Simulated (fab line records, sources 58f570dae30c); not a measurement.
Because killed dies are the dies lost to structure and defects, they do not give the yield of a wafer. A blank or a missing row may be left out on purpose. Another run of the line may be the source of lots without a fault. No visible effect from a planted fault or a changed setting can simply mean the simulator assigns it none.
Which tool is to blame? :: flow berkeley cmos170 :: Sampling: 14 lots, 42 wafers, 3 of 331 route steps

== WHAT EACH GAUGE READ, for each wafer ==
UCB170_NLDD_TW_MEAS_11.
lot: L837
measured: day 7 09:38
on: film metro-01
NLDD_TW: 2197 2171 2187

lot: L840
measured: day 7 18:02
on: film metro-04
NLDD_TW: 2242 2260 2247

lot: L839
measured: day 7 18:19
on: film metro-01
NLDD_TW: 2114 2121 2122

lot: L838
measured: day 7 18:37
on: film metro-04
NLDD_TW: 2175 2176 2180

lot: L841
measured: day 8 00:27
on: film metro-04
NLDD_TW: 2227 2240 2232

lot: L846
measured: day 9 09:01
on: film metro-01
NLDD_TW: 2183 2187 2191

lot: L853
measured: day 10 17:28
on: film metro-04
NLDD_TW: 2229 2240 2215

lot: L854
measured: day 11 12:58
on: film metro-02
NLDD_TW: 2202 2207 2203

lot: L859
measured: day 11 20:20
on: film metro-02
NLDD_TW: 2207 2200 2206

lot: L857
measured: day 11 20:37
on: film metro-04
NLDD_TW: 2231 2248 2243

lot: L855
measured: day 11 20:46
on: film metro-01
NLDD_TW: 2193 2196 2190

lot: L856
measured: day 11 21:04
on: film metro-04
NLDD_TW: 2230 2238 2237

lot: L858
measured: day 11 21:10
on: film metro-01
NLDD_TW: 2204 2207 2215

lot: L860
measured: day 12 09:44
on: film metro-01
NLDD_TW: 2187 2200 2199

UCB170_SDANNEAL_RS_MEAS_05: measurement is done with a four-point probe.
lot: L837
measured: day 7 21:41
on: film metro-01
NLDD_RS (ohm/sq): 615.1 616.6 616.1

lot: L840
measured: day 8 07:22
on: film metro-01
NLDD_RS (ohm/sq): 616.5 616.9 616.8

lot: L839
measured: day 8 07:58
on: film metro-02
NLDD_RS (ohm/sq): 666.4 665.5 664.9

lot: L838
measured: day 8 07:47
on: film metro-04
NLDD_RS (ohm/sq): 668.1 666.3 668.2

lot: L841
measured: day 8 08:09
on: film metro-01
NLDD_RS (ohm/sq): 616.2 615.5 617.8

lot: L846
measured: day 9 23:50
on: film metro-01
NLDD_RS (ohm/sq): 616.6 617.8 617.3

lot: L853
measured: day 11 06:20
on: film metro-01
NLDD_RS (ohm/sq): 615.7 617.4 616.1

lot: L854
measured: day 12 01:59
on: film metro-04
NLDD_RS (ohm/sq): 618.5 617.6 616.4

lot: L859
measured: day 12 10:46
on: film metro-02
NLDD_RS (ohm/sq): 616.9 616.5 617.2

lot: L857
measured: day 12 11:37
on: film metro-01
NLDD_RS (ohm/sq): 614.7 618.0 617.0

lot: L855
measured: day 12 10:50
on: film metro-04
NLDD_RS (ohm/sq): 615.6 615.4 615.6

lot: L856
measured: day 12 13:41
on: film metro-04
NLDD_RS (ohm/sq): 617.9 618.8 617.9

lot: L858
measured: day 12 12:03
on: film metro-02
NLDD_RS (ohm/sq): 615.8 616.3 615.7

lot: L860
measured: day 12 20:22
on: film metro-02
NLDD_RS (ohm/sq): 616.1 616.4 615.7

== WHAT TOOL EACH LOT RAN ON (gives the tool, then ch and the chambers of the sampled wafers, and finally the start) ==
lot: L837
UCB170_NLDD_IMPLANT_09: implanter-03 ch 0, day 7 09:24

lot: L840
UCB170_NLDD_IMPLANT_09: implanter-02 ch 0, day 7 17:49

lot: L839
UCB170_NLDD_IMPLANT_09: implanter-02 ch 0, day 7 18:04

lot: L838
UCB170_NLDD_IMPLANT_09: implanter-02 ch 0, day 7 18:23

lot: L841
UCB170_NLDD_IMPLANT_09: implanter-04 ch 0, day 8 00:13

lot: L846
UCB170_NLDD_IMPLANT_09: implanter-03 ch 0, day 9 08:46

lot: L853
UCB170_NLDD_IMPLANT_09: implanter-02 ch 0, day 10 17:15

lot: L854
UCB170_NLDD_IMPLANT_09: implanter-04 ch 0, day 11 12:43

lot: L859
UCB170_NLDD_IMPLANT_09: implanter-04 ch 0, day 11 20:05

lot: L857
UCB170_NLDD_IMPLANT_09: implanter-02 ch 0, day 11 20:22

lot: L855
UCB170_NLDD_IMPLANT_09: implanter-04 ch 0, day 11 20:31

lot: L856
UCB170_NLDD_IMPLANT_09: implanter-03 ch 0, day 11 20:49

lot: L858
UCB170_NLDD_IMPLANT_09: implanter-02 ch 0, day 11 20:55

lot: L860
UCB170_NLDD_IMPLANT_09: implanter-02 ch 0, day 12 09:30
- UCB170_NLDD_IMPLANT_09

== WHAT THE TOOLS THEMSELVES READ (means of the sampled wafers that have a number; where no wafer has one, the mark that the record gives instead) ==
UCB170_NLDD_IMPLANT_09.
lot: L837
tool: implanter-03
beam on s (s): 10.08
dose ions cm2: 5e+13
faraday current uA: 157.4

lot: L840
tool: implanter-02
beam on s (s): 10.07
dose ions cm2: 5e+13
faraday current uA: 157.3

lot: L839
tool: implanter-02
beam on s (s): 9.81
dose ions cm2: 4e+13
faraday current uA: 126.1

lot: L838
tool: implanter-02
beam on s (s): 9.86
dose ions cm2: 4e+13
faraday current uA: 125.4

lot: L841
tool: implanter-04
beam on s (s): 10.02
dose ions cm2: 5e+13
faraday current uA: 158.6

lot: L846
tool: implanter-03
beam on s (s): 10.04
dose ions cm2: 5e+13
faraday current uA: 158.1

lot: L853
tool: implanter-02
beam on s (s): 9.95
dose ions cm2: 5e+13
faraday current uA: 159.2

lot: L854
tool: implanter-04
beam on s (s): 9.98
dose ions cm2: 5e+13
faraday current uA: 158.9

lot: L859
tool: implanter-04
beam on s (s): 10.03
dose ions cm2: 5e+13
faraday current uA: 158.3

lot: L857
tool: implanter-02
beam on s (s): 10.19
dose ions cm2: 5e+13
faraday current uA: 155.6

lot: L855
tool: implanter-04
beam on s (s): 10.08
dose ions cm2: 5e+13
faraday current uA: 157.3

lot: L856
tool: implanter-03
beam on s (s): 9.99
dose ions cm2: 5e+13
faraday current uA: 158.5

lot: L858
tool: implanter-02
beam on s (s): 9.94
dose ions cm2: 5e+13
faraday current uA: 159.7

lot: L860
tool: implanter-02
beam on s (s): 10.08
dose ions cm2: 5e+13
faraday current uA: 157.0

== THE ANSWER, worked out from the rows above alone ==
Rule: the usual values come from the lots themselves. Put in order of their means at a reading, lots are off if they are a third of the lots or fewer, leave a main group of 4 or more, and stand apart from it by a gap of 3 or more times the standard deviation of the main group's means; of several such gaps the widest counts. Not used: any main group whose means are identical at the precision the tables above print for the reading. Also off: a lot with no number at a reading for which 4 or more lots have one. Where the step has rows for the other lots, those lots are counted as sound. The gauges are gone through in route order, then the tools' own readings, and for those a lot's mean is taken as printed above. At the first step where some lot is off, the reading lying furthest off is the one used; lots without a number count as furthest.
Off: L839, L838, seen at UCB170_SDANNEAL_RS_MEAS_05 (NLDD_RS). Main group: mean 616.6 ohm/sq, sd 0.72.
If a tool, at a process step before that reading, ran all the lots that are off and no sound lot after the first of them, it fits. The gauges at UCB170_SDANNEAL_RS_MEAS_05 aren't tried: what is off there is off at UCB170_NLDD_IMPLANT_09 too, on other tools, and a gauge's error can't cause that. None of those tried fits.

== WHAT HAD BEEN PUT IN BY THE SIMULATOR ==
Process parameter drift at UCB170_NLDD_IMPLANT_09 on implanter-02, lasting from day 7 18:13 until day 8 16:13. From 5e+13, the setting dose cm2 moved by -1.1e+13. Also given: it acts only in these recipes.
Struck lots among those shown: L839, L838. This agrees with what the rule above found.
